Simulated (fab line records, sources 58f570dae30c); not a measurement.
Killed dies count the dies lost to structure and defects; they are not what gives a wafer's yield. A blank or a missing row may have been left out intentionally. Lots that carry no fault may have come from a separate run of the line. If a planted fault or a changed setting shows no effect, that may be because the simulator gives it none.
fab line records :: flow berkeley_cmos170 :: part 2 of 2: steps 32 to 45 of 45
[record]
  lots = 5
  wafers = 15
  last_day = 11
route steps=331 shown PWELL@54 WELLDRIVE@55 ACTIVE@60 PFIELD@79 FIELD@89 SACOX@97
lots that met no fault: taken from a fault-free run of the same line
start_h: hours from the record's first day to the start of the lot's first wafer shown :: wait_h: how many hours have passed since the lot's step before this one :: " identical to the entry in the row above :: L1.1+2: several wafers, shown together as one row :: - either no value or no given start :: * or withheld: withheld :: < > ~ a bound
route shown NAME@n: a module of which the file shows steps, and the number in the route of the first :: usual: mean/standard deviation of fault-free wafers :: same: alike in all rows :: chamber/n: place in a boat :: sites: readings site by site :: _std_site: their standard deviation :: _edge_site: inner sites' mean taken away from outer sites' mean :: radius_mm: how far each site lies from the wafer's centre :: mask NAME#n: copy n :: behind: tool/chamber where the wafer was last shaped :: hold: cause of the lot's hold/its duration in hours/its outcome :: device: the n, p or np transistor that did not switch :: end of line: tests run on the same wafers once the route is complete :: a step with no rows: only its recipe :: killed: dies that structure and defects cost at the first sort, which is not the same as the wafer's yield :: map: a wafer's dies, x killed, . not, _ none there
set.NAME: the run value of the setting; set.NAME@STEP: its run value at that earlier step :: model.NAME: the simulator's own value behind a step, which no gauge read
a table for each step, a row for each wafer; lots at some steps of the route
services: from which hour (start_h, from the record's first day; less than 0 if before it) a tool's chamber was out of use, for how many hours, and why
[[steps]]
[step UCB170_PFIELD_OVL_MEAS_06]
[usual]
  PFIELD_OVL = 4/5.9
lot.wafer: L074.1
tool: overlay-02
chamber: -
start_h: 85.71
wait_h: -
PFIELD_OVL[nm]: 7

lot.wafer: L074.5
tool: overlay-02
chamber: -
start_h: 85.71
wait_h: -
PFIELD_OVL[nm]: 14

lot.wafer: L074.6
tool: overlay-02
chamber: -
start_h: 85.71
wait_h: -
PFIELD_OVL[nm]: 15

lot.wafer: L075.2
tool: overlay-01
chamber: -
start_h: 86.01
wait_h: -
PFIELD_OVL[nm]: -6

lot.wafer: L075.4
tool: overlay-01
chamber: -
start_h: 86.01
wait_h: -
PFIELD_OVL[nm]: -8

lot.wafer: L075.5
tool: overlay-01
chamber: -
start_h: 86.01
wait_h: -
PFIELD_OVL[nm]: 1

lot.wafer: L080.1
tool: overlay-02
chamber: -
start_h: 112.16
wait_h: -
PFIELD_OVL[nm]: 6

lot.wafer: L080.5
tool: overlay-02
chamber: -
start_h: 112.16
wait_h: -
PFIELD_OVL[nm]: 7

lot.wafer: L080.6
tool: overlay-02
chamber: -
start_h: 112.16
wait_h: -
PFIELD_OVL[nm]: 4

lot.wafer: L090.2
tool: overlay-01
chamber: -
start_h: 160.58
wait_h: -
PFIELD_OVL[nm]: -12

lot.wafer: L090.3
tool: overlay-01
chamber: -
start_h: 160.58
wait_h: -
PFIELD_OVL[nm]: 3

lot.wafer: L090.4
tool: overlay-01
chamber: -
start_h: 160.58
wait_h: -
PFIELD_OVL[nm]: -2

lot.wafer: L095.1
tool: overlay-02
chamber: -
start_h: 181.08
wait_h: -
PFIELD_OVL[nm]: 7

lot.wafer: L095.3
tool: overlay-02
chamber: -
start_h: 181.08
wait_h: -
PFIELD_OVL[nm]: 15

lot.wafer: L095.5
tool: overlay-02
chamber: -
start_h: 181.08
wait_h: -
PFIELD_OVL[nm]: 11
[step UCB170_PFIELD_IMPLANT_07]
[recipe]
  species = B
  dose_cm2 = 2e+13
  energy_kev = 80
  tilt_deg = 7
[usual]
  tilt_deg = 7.004/0.021
lot.wafer: L074.1
tool: implanter-04
chamber: 0
start_h: 85.74
wait_h: 0.0
tilt_deg: 7.006

lot.wafer: L074.5
tool: implanter-04
chamber: 0
start_h: 85.74
wait_h: 0.0
tilt_deg: 7.039

lot.wafer: L074.6
tool: implanter-04
chamber: 0
start_h: 85.74
wait_h: 0.0
tilt_deg: 7.021

lot.wafer: L075.2
tool: implanter-04
chamber: 0
start_h: 86.07
wait_h: 0.0
tilt_deg: 6.957

lot.wafer: L075.4
tool: implanter-04
chamber: 0
start_h: 86.07
wait_h: 0.0
tilt_deg: 6.985

lot.wafer: L075.5
tool: implanter-04
chamber: 0
start_h: 86.07
wait_h: 0.0
tilt_deg: 6.972

lot.wafer: L080.1
tool: implanter-04
chamber: 0
start_h: 112.20
wait_h: 0.0
tilt_deg: 7.029

lot.wafer: L080.5
tool: implanter-04
chamber: 0
start_h: 112.20
wait_h: 0.0
tilt_deg: 7.037

lot.wafer: L080.6
tool: implanter-04
chamber: 0
start_h: 112.20
wait_h: 0.0
tilt_deg: 7.036

lot.wafer: L090.2
tool: implanter-01
chamber: 0
start_h: 160.64
wait_h: 0.0
tilt_deg: 6.964

lot.wafer: L090.3
tool: implanter-01
chamber: 0
start_h: 160.64
wait_h: 0.0
tilt_deg: 6.997

lot.wafer: L090.4
tool: implanter-01
chamber: 0
start_h: 160.64
wait_h: 0.0
tilt_deg: 6.975

lot.wafer: L095.1
tool: implanter-04
chamber: 0
start_h: 181.12
wait_h: 0.0
tilt_deg: 7.001

lot.wafer: L095.3
tool: implanter-04
chamber: 0
start_h: 181.12
wait_h: 0.0
tilt_deg: 6.986

lot.wafer: L095.5
tool: implanter-04
chamber: 0
start_h: 181.12
wait_h: 0.0
tilt_deg: 6.984
[step UCB170_PFIELD_STRIP_08]
[recipe]
  chemistry = O2
  power_w = 400
  pressure_mtorr = 3500
  platen_temp_c = withheld
  o2_flow_sccm = 400
  overash_fraction = 0.5
[usual]
  drypump_motor_current_A = 6.1/0.35
  oes_product_au = 0.735/0.0049
  strip_time_to_endpoint_s = 21.63/0.062
lot.wafer: L074.1
tool: plasma_asher-02
chamber: 0
start_h: 85.89
wait_h: 0.1
drypump_motor_current_A: 6.4
oes_product_au: 0.739
rf_hours_counter_h: 37
strip_time_to_endpoint_s: 21.54

lot.wafer: L074.5
tool: plasma_asher-02
chamber: 0
start_h: 85.89
wait_h: 0.1
drypump_motor_current_A: 6.4
oes_product_au: 0.731
rf_hours_counter_h: -
strip_time_to_endpoint_s: 21.55

lot.wafer: L074.6
tool: plasma_asher-02
chamber: 1
start_h: 85.89
wait_h: 0.1
drypump_motor_current_A: 5.5
oes_product_au: 0.738
rf_hours_counter_h: -
strip_time_to_endpoint_s: 21.57

lot.wafer: L075.2
tool: plasma_asher-04
chamber: 1
start_h: 86.19
wait_h: 0.1
drypump_motor_current_A: 6.6
oes_product_au: 0.735
rf_hours_counter_h: 29
strip_time_to_endpoint_s: 21.71

lot.wafer: L075.4
tool: plasma_asher-04
chamber: 0
start_h: 86.19
wait_h: 0.1
drypump_motor_current_A: 6.1
oes_product_au: 0.728
rf_hours_counter_h: -
strip_time_to_endpoint_s: 21.68

lot.wafer: L075.5
tool: plasma_asher-04
chamber: 1
start_h: 86.19
wait_h: 0.1
drypump_motor_current_A: 6.7
oes_product_au: 0.728
rf_hours_counter_h: -
strip_time_to_endpoint_s: 21.67

lot.wafer: L080.1
tool: plasma_asher-01
chamber: 0
start_h: 112.35
wait_h: 0.1
drypump_motor_current_A: 6.2
oes_product_au: 0.736
rf_hours_counter_h: 41
strip_time_to_endpoint_s: 21.67

lot.wafer: L080.5
tool: plasma_asher-01
chamber: 0
start_h: 112.35
wait_h: 0.1
drypump_motor_current_A: 6.2
oes_product_au: 0.725
rf_hours_counter_h: -
strip_time_to_endpoint_s: 21.63

lot.wafer: L080.6
tool: plasma_asher-01
chamber: 1
start_h: 112.35
wait_h: 0.1
drypump_motor_current_A: 5.9
oes_product_au: 0.735
rf_hours_counter_h: -
strip_time_to_endpoint_s: 21.72

lot.wafer: L090.2
tool: plasma_asher-04
chamber: 1
start_h: 160.76
wait_h: 0.1
drypump_motor_current_A: 6.6
oes_product_au: 0.734
rf_hours_counter_h: 37
strip_time_to_endpoint_s: 21.57

lot.wafer: L090.3
tool: plasma_asher-04
chamber: 0
start_h: 160.76
wait_h: 0.1
drypump_motor_current_A: 6.1
oes_product_au: 0.738
rf_hours_counter_h: -
strip_time_to_endpoint_s: 21.59

lot.wafer: L090.4
tool: plasma_asher-04
chamber: 1
start_h: 160.76
wait_h: 0.1
drypump_motor_current_A: 6.6
oes_product_au: 0.726
rf_hours_counter_h: -
strip_time_to_endpoint_s: 21.58

lot.wafer: L095.1
tool: plasma_asher-01
chamber: 1
start_h: 181.27
wait_h: 0.1
drypump_motor_current_A: 5.9
oes_product_au: 0.729
rf_hours_counter_h: 50
strip_time_to_endpoint_s: 21.61

lot.wafer: L095.3
tool: plasma_asher-01
chamber: 1
start_h: 181.27
wait_h: 0.1
drypump_motor_current_A: 5.9
oes_product_au: 0.733
rf_hours_counter_h: -
strip_time_to_endpoint_s: 21.59

lot.wafer: L095.5
tool: plasma_asher-01
chamber: 1
start_h: 181.27
wait_h: 0.1
drypump_motor_current_A: 5.9
oes_product_au: 0.727
rf_hours_counter_h: -
strip_time_to_endpoint_s: 21.60
[step UCB170_PFIELD_TW_MEAS_09]
[usual]
  PFIELD_TW = 599/4.9
lot.wafer: L074.1
tool: film_metro-03
chamber: -
start_h: 85.99
wait_h: 0.1
PFIELD_TW: 592

lot.wafer: L074.5
tool: film_metro-03
chamber: -
start_h: 85.99
wait_h: 0.1
PFIELD_TW: 599

lot.wafer: L074.6
tool: film_metro-03
chamber: -
start_h: 85.99
wait_h: 0.1
PFIELD_TW: 594

lot.wafer: L075.2
tool: film_metro-03
chamber: -
start_h: 86.30
wait_h: 0.1
PFIELD_TW: 596

lot.wafer: L075.4
tool: film_metro-03
chamber: -
start_h: 86.30
wait_h: 0.1
PFIELD_TW: 594

lot.wafer: L075.5
tool: film_metro-03
chamber: -
start_h: 86.30
wait_h: 0.1
PFIELD_TW: 594

lot.wafer: L080.1
tool: film_metro-03
chamber: -
start_h: 112.45
wait_h: 0.1
PFIELD_TW: 594

lot.wafer: L080.5
tool: film_metro-03
chamber: -
start_h: 112.45
wait_h: 0.1
PFIELD_TW: 597

lot.wafer: L080.6
tool: film_metro-03
chamber: -
start_h: 112.45
wait_h: 0.1
PFIELD_TW: 595

lot.wafer: L090.2
tool: film_metro-02
chamber: -
start_h: 160.87
wait_h: 0.1
PFIELD_TW: 613

lot.wafer: L090.3
tool: film_metro-02
chamber: -
start_h: 160.87
wait_h: 0.1
PFIELD_TW: 610

lot.wafer: L090.4
tool: film_metro-02
chamber: -
start_h: 160.87
wait_h: 0.1
PFIELD_TW: 609

lot.wafer: L095.1
tool: film_metro-03
chamber: -
start_h: 181.37
wait_h: 0.1
PFIELD_TW: 597

lot.wafer: L095.3
tool: film_metro-03
chamber: -
start_h: 181.37
wait_h: 0.1
PFIELD_TW: 592

lot.wafer: L095.5
tool: film_metro-03
chamber: -
start_h: 181.37
wait_h: 0.1
PFIELD_TW: 593
[step UCB170_FIELD_CLEAN_00]
[recipe]
  chemistry = dHF
  dilution = 25:1
  time_s = 7.5
lot.wafer: L074.1+5+6
tool: wet_bench-03
chamber: 0
start_h: 86.14
wait_h: 0.1

lot.wafer: L075.2+4+5
tool: wet_bench-03
chamber: 3
start_h: 86.35
wait_h: 0.0

lot.wafer: L080.1+5+6
tool: wet_bench-01
chamber: 3
start_h: 112.51
wait_h: 0.1

lot.wafer: L090.2+3+4
tool: wet_bench-03
chamber: 2
start_h: 160.92
wait_h: 0.0

lot.wafer: L095.1+3+5
tool: wet_bench-03
chamber: 2
start_h: 181.43
wait_h: 0.1
[step UCB170_FIELD_OXIDATION_01]
[recipe]
  temp_c = 1000
  ambient = H2O
  p_h2o_torr = 584.62
  target_thk_a = 5583
  ox_time_s = 7200
lot.wafer: L074.1+5+6
tool: furnace-03
chamber: 0
start_h: 91.28
wait_h: 5.1

lot.wafer: L075.2+4+5
tool: furnace-03
chamber: 0
start_h: 91.28
wait_h: 4.9

lot.wafer: L080.1+5+6
tool: furnace-01
chamber: 0
start_h: 117.61
wait_h: 5.1

lot.wafer: L090.2+3+4
tool: furnace-02
chamber: 0
start_h: 162.66
wait_h: 1.7

lot.wafer: L095.1+3+5
tool: furnace-03
chamber: 0
start_h: 183.01
wait_h: 1.6
[step UCB170_FIELD_THK_MEAS_02]
[recipe]
  reads = SiO2_of_FIELD_OXIDATION_01
[usual]
  FIELD_OXIDE_THK = 561/9.1
lot.wafer: L074.1
tool: film_metro-03
chamber: -
start_h: 94.28
wait_h: 0.0
FIELD_OXIDE_THK[nm]: 544

lot.wafer: L074.5
tool: film_metro-03
chamber: -
start_h: 94.28
wait_h: 0.0
FIELD_OXIDE_THK[nm]: 553

lot.wafer: L074.6
tool: film_metro-03
chamber: -
start_h: 94.28
wait_h: 0.0
FIELD_OXIDE_THK[nm]: 550

lot.wafer: L075.2
tool: film_metro-03
chamber: -
start_h: 94.35
wait_h: 0.1
FIELD_OXIDE_THK[nm]: 560

lot.wafer: L075.4
tool: film_metro-03
chamber: -
start_h: 94.35
wait_h: 0.1
FIELD_OXIDE_THK[nm]: 560

lot.wafer: L075.5
tool: film_metro-03
chamber: -
start_h: 94.35
wait_h: 0.1
FIELD_OXIDE_THK[nm]: 557

lot.wafer: L080.1
tool: film_metro-03
chamber: -
start_h: 120.61
wait_h: 0.0
FIELD_OXIDE_THK[nm]: 556

lot.wafer: L080.5
tool: film_metro-03
chamber: -
start_h: 120.61
wait_h: 0.0
FIELD_OXIDE_THK[nm]: 554

lot.wafer: L080.6
tool: film_metro-03
chamber: -
start_h: 120.61
wait_h: 0.0
FIELD_OXIDE_THK[nm]: 547

lot.wafer: L090.2
tool: film_metro-03
chamber: -
start_h: 165.73
wait_h: 0.1
FIELD_OXIDE_THK[nm]: 564

lot.wafer: L090.3
tool: film_metro-03
chamber: -
start_h: 165.73
wait_h: 0.1
FIELD_OXIDE_THK[nm]: 561

lot.wafer: L090.4
tool: film_metro-03
chamber: -
start_h: 165.73
wait_h: 0.1
FIELD_OXIDE_THK[nm]: 563

lot.wafer: L095.1
tool: film_metro-03
chamber: -
start_h: 186.01
wait_h: 0.0
FIELD_OXIDE_THK[nm]: 562

lot.wafer: L095.3
tool: film_metro-03
chamber: -
start_h: 186.01
wait_h: 0.0
FIELD_OXIDE_THK[nm]: 559

lot.wafer: L095.5
tool: film_metro-03
chamber: -
start_h: 186.01
wait_h: 0.0
FIELD_OXIDE_THK[nm]: 568
[step UCB170_FIELD_ANNEAL_03]
[recipe]
  temp_c = 1000
  time_s = 1200
  ambient = N2
lot.wafer: L074.1+5+6
tool: furnace-02
chamber: 0
start_h: 99.77
wait_h: 5.5

lot.wafer: L075.2+4+5
tool: furnace-02
chamber: 0
start_h: 99.77
wait_h: 5.4

lot.wafer: L080.1+5+6
tool: furnace-03
chamber: 0
start_h: 124.00
wait_h: 3.4

lot.wafer: L090.2+3+4
tool: furnace-01
chamber: 0
start_h: 168.25
wait_h: 2.5

lot.wafer: L095.1+3+5
tool: furnace-03
chamber: 0
start_h: 187.51
wait_h: 1.5
[step UCB170_FIELD_WET_ETCH_04]
[recipe]
  chemistry = dHF
  dilution = 10:1
  target = SiO2
  temp_c = 25
  time_s = 60
lot.wafer: L074.1+5+6
tool: wet_bench-03
chamber: 2
start_h: 101.10
wait_h: 0.0

lot.wafer: L075.2+4+5
tool: wet_bench-03
chamber: 1
start_h: 101.10
wait_h: 0.0

lot.wafer: L080.1+5+6
tool: wet_bench-01
chamber: 3
start_h: 125.33
wait_h: 0.0

lot.wafer: L090.2+3+4
tool: wet_bench-03
chamber: 1
start_h: 169.58
wait_h: 0.0

lot.wafer: L095.1+3+5
tool: wet_bench-01
chamber: 2
start_h: 188.84
wait_h: 0.0
[step UCB170_FIELD_WET_ETCH_05]
[recipe]
  chemistry = H3PO4
  target = Si3N4
  temp_c = 160
  time_s = 12600
[usual]
  bath_guard_temp_C = 159.8/0.32
lot.wafer: L074.1
tool: wet_bench-01
chamber: 0
start_h: 101.13
wait_h: 0.0
bath_guard_temp_C: 160.3

lot.wafer: L074.5
tool: wet_bench-01
chamber: 0
start_h: 101.13
wait_h: 0.0
bath_guard_temp_C: 160.0

lot.wafer: L074.6
tool: wet_bench-01
chamber: 0
start_h: 101.13
wait_h: 0.0
bath_guard_temp_C: 160.1

lot.wafer: L075.2
tool: wet_bench-01
chamber: 0
start_h: 101.13
wait_h: 0.0
bath_guard_temp_C: 159.2

lot.wafer: L075.4
tool: wet_bench-01
chamber: 0
start_h: 101.13
wait_h: 0.0
bath_guard_temp_C: 159.6

lot.wafer: L075.5
tool: wet_bench-01
chamber: 0
start_h: 101.13
wait_h: 0.0
bath_guard_temp_C: 160.0

lot.wafer: L080.1
tool: wet_bench-03
chamber: 3
start_h: 125.36
wait_h: 0.0
bath_guard_temp_C: 159.6

lot.wafer: L080.5
tool: wet_bench-03
chamber: 3
start_h: 125.36
wait_h: 0.0
bath_guard_temp_C: 159.3

lot.wafer: L080.6
tool: wet_bench-03
chamber: 3
start_h: 125.36
wait_h: 0.0
bath_guard_temp_C: 159.6

lot.wafer: L090.2
tool: wet_bench-03
chamber: 0
start_h: 169.61
wait_h: 0.0
bath_guard_temp_C: 160.1

lot.wafer: L090.3
tool: wet_bench-03
chamber: 0
start_h: 169.61
wait_h: 0.0
bath_guard_temp_C: 159.9

lot.wafer: L090.4
tool: wet_bench-03
chamber: 0
start_h: 169.61
wait_h: 0.0
bath_guard_temp_C: 159.7

lot.wafer: L095.1
tool: wet_bench-01
chamber: 1
start_h: 188.87
wait_h: 0.0
bath_guard_temp_C: 160.2

lot.wafer: L095.3
tool: wet_bench-01
chamber: 1
start_h: 188.87
wait_h: 0.0
bath_guard_temp_C: 160.0

lot.wafer: L095.5
tool: wet_bench-01
chamber: 1
start_h: 188.87
wait_h: 0.0
bath_guard_temp_C: 160.2
[step UCB170_FIELD_WET_ETCH_06]
[recipe]
  chemistry = BOE
  dilution = 5:1
  target = SiO2
  temp_c = 25
  time_s = 22
lot.wafer: L074.1+5+6
tool: wet_bench-03
chamber: 1
start_h: 104.63
wait_h: 0.0

lot.wafer: L075.2+4+5
tool: wet_bench-03
chamber: 0
start_h: 104.63
wait_h: 0.0

lot.wafer: L080.1+5+6
tool: wet_bench-03
chamber: 3
start_h: 129.40
wait_h: 0.2

lot.wafer: L090.2+3+4
tool: wet_bench-02
chamber: 1
start_h: 173.12
wait_h: 0.0

lot.wafer: L095.1+3+5
tool: wet_bench-03
chamber: 0
start_h: 192.37
wait_h: 0.0
[step UCB170_FIELD_THK_MEAS_90]
[recipe]
  reads = SiO2_of_FIELD_OXIDATION_01
[usual]
  FIELD_OXIDE_LEFT_1_THK = 445/9
lot.wafer: L074.1
tool: film_metro-03
chamber: -
start_h: 104.65
wait_h: 0.0
FIELD_OXIDE_LEFT_1_THK[nm]: 426

lot.wafer: L074.5
tool: film_metro-03
chamber: -
start_h: 104.65
wait_h: 0.0
FIELD_OXIDE_LEFT_1_THK[nm]: 434

lot.wafer: L074.6
tool: film_metro-03
chamber: -
start_h: 104.65
wait_h: 0.0
FIELD_OXIDE_LEFT_1_THK[nm]: 434

lot.wafer: L075.2
tool: film_metro-02
chamber: -
start_h: 104.66
wait_h: 0.0
FIELD_OXIDE_LEFT_1_THK[nm]: 443

lot.wafer: L075.4
tool: film_metro-02
chamber: -
start_h: 104.66
wait_h: 0.0
FIELD_OXIDE_LEFT_1_THK[nm]: 444

lot.wafer: L075.5
tool: film_metro-02
chamber: -
start_h: 104.66
wait_h: 0.0
FIELD_OXIDE_LEFT_1_THK[nm]: 440

lot.wafer: L080.1
tool: film_metro-03
chamber: -
start_h: 129.42
wait_h: 0.0
FIELD_OXIDE_LEFT_1_THK[nm]: 440

lot.wafer: L080.5
tool: film_metro-03
chamber: -
start_h: 129.42
wait_h: 0.0
FIELD_OXIDE_LEFT_1_THK[nm]: 438

lot.wafer: L080.6
tool: film_metro-03
chamber: -
start_h: 129.42
wait_h: 0.0
FIELD_OXIDE_LEFT_1_THK[nm]: 431

lot.wafer: L090.2
tool: film_metro-03
chamber: -
start_h: 173.14
wait_h: 0.0
FIELD_OXIDE_LEFT_1_THK[nm]: 447

lot.wafer: L090.3
tool: film_metro-03
chamber: -
start_h: 173.14
wait_h: 0.0
FIELD_OXIDE_LEFT_1_THK[nm]: 444

lot.wafer: L090.4
tool: film_metro-03
chamber: -
start_h: 173.14
wait_h: 0.0
FIELD_OXIDE_LEFT_1_THK[nm]: 446

lot.wafer: L095.1
tool: film_metro-04
chamber: -
start_h: 192.40
wait_h: 0.0
FIELD_OXIDE_LEFT_1_THK[nm]: 443

lot.wafer: L095.3
tool: film_metro-04
chamber: -
start_h: 192.40
wait_h: 0.0
FIELD_OXIDE_LEFT_1_THK[nm]: 439

lot.wafer: L095.5
tool: film_metro-04
chamber: -
start_h: 192.40
wait_h: 0.0
FIELD_OXIDE_LEFT_1_THK[nm]: 449
[step UCB170_SACOX_CLEAN_00]
[recipe]
  chemistry = dHF
  dilution = 25:1
  time_s = 7.5
lot.wafer: L074.1+5+6
tool: wet_bench-04
chamber: 3
start_h: 104.71
wait_h: 0.1

lot.wafer: L075.2+4+5
tool: wet_bench-04
chamber: 1
start_h: 104.71
wait_h: 0.0

lot.wafer: L080.1+5+6
tool: wet_bench-03
chamber: 0
start_h: 129.80
wait_h: 0.4

lot.wafer: L090.2+3+4
tool: wet_bench-02
chamber: 3
start_h: 173.19
wait_h: 0.0

lot.wafer: L095.1+3+5
tool: wet_bench-03
chamber: 3
start_h: 192.46
wait_h: 0.1
[step UCB170_SACOX_OXIDATION_01]
[recipe]
  temp_c = 900
  ambient = O2
  target_thk_a = 144
  ox_time_s = 2400
lot.wafer: L074.1+5+6
tool: furnace-01
chamber: 0
start_h: 107.59
wait_h: 2.9

lot.wafer: L075.2+4+5
tool: furnace-01
chamber: 0
start_h: 107.59
wait_h: 2.9

lot.wafer: L080.1+5+6
tool: furnace-01
chamber: 0
start_h: 130.24
wait_h: 0.4

lot.wafer: L090.2+3+4
tool: furnace-04
chamber: 0
start_h: 174.55
wait_h: 1.4

lot.wafer: L095.1+3+5
tool: furnace-02
chamber: 0
start_h: 195.99
wait_h: 3.5
[[services]]
tool: rie_diel-03
chamber: 3
start_h: 43.92
hours: 3.7
kind: repair

tool: rie_diel-04
chamber: 3
start_h: 56.84
hours: 7.7
kind: repair

tool: furnace-02
chamber: -
start_h: 61.07
hours: 3.3
kind: pm

tool: implanter-04
chamber: -
start_h: 64.92
hours: 2.6
kind: repair

tool: krf_scanner-01
chamber: -
start_h: 65.08
hours: 1.3
kind: pm

tool: krf_scanner-02
chamber: -
start_h: 67.42
hours: 1.3
kind: pm

tool: furnace-04
chamber: -
start_h: 75.76
hours: 4.2
kind: pm

tool: furnace-03
chamber: -
start_h: 80.88
hours: 3.9
kind: pm

tool: implanter-01
chamber: -
start_h: 83.16
hours: 2.3
kind: repair

tool: implanter-01
chamber: -
start_h: 85.42
hours: 29.2
kind: pm

tool: furnace-04
chamber: -
start_h: 87.39
hours: 34.0
kind: pm

tool: krf_scanner-01
chamber: -
start_h: 94.03
hours: 0.8
kind: pm

tool: krf_scanner-01
chamber: -
start_h: 102.25
hours: 1.0
kind: pm

tool: krf_scanner-02
chamber: -
start_h: 106.63
hours: 1.0
kind: pm

tool: plasma_asher-02
chamber: -
start_h: 108.75
hours: 9.0
kind: pm

tool: furnace-02
chamber: -
start_h: 109.38
hours: 4.3
kind: pm

tool: krf_scanner-01
chamber: -
start_h: 141.52
hours: 0.8
kind: repair

tool: rie_diel-04
chamber: -
start_h: 181.17
hours: 0.4
kind: repair

tool: furnace-02
chamber: -
start_h: 183.19
hours: 5.7
kind: repair

tool: krf_scanner-02
chamber: -
start_h: 183.70
hours: 0.8
kind: pm

tool: furnace-03
chamber: -
start_h: 188.84
hours: 3.1
kind: pm

tool: implanter-04
chamber: -
start_h: 189.66
hours: 1.8
kind: repair

tool: furnace-01
chamber: -
start_h: 192.55
hours: 2.0
kind: pm

tool: krf_scanner-02
chamber: -
start_h: 193.13
hours: 2.4
kind: repair
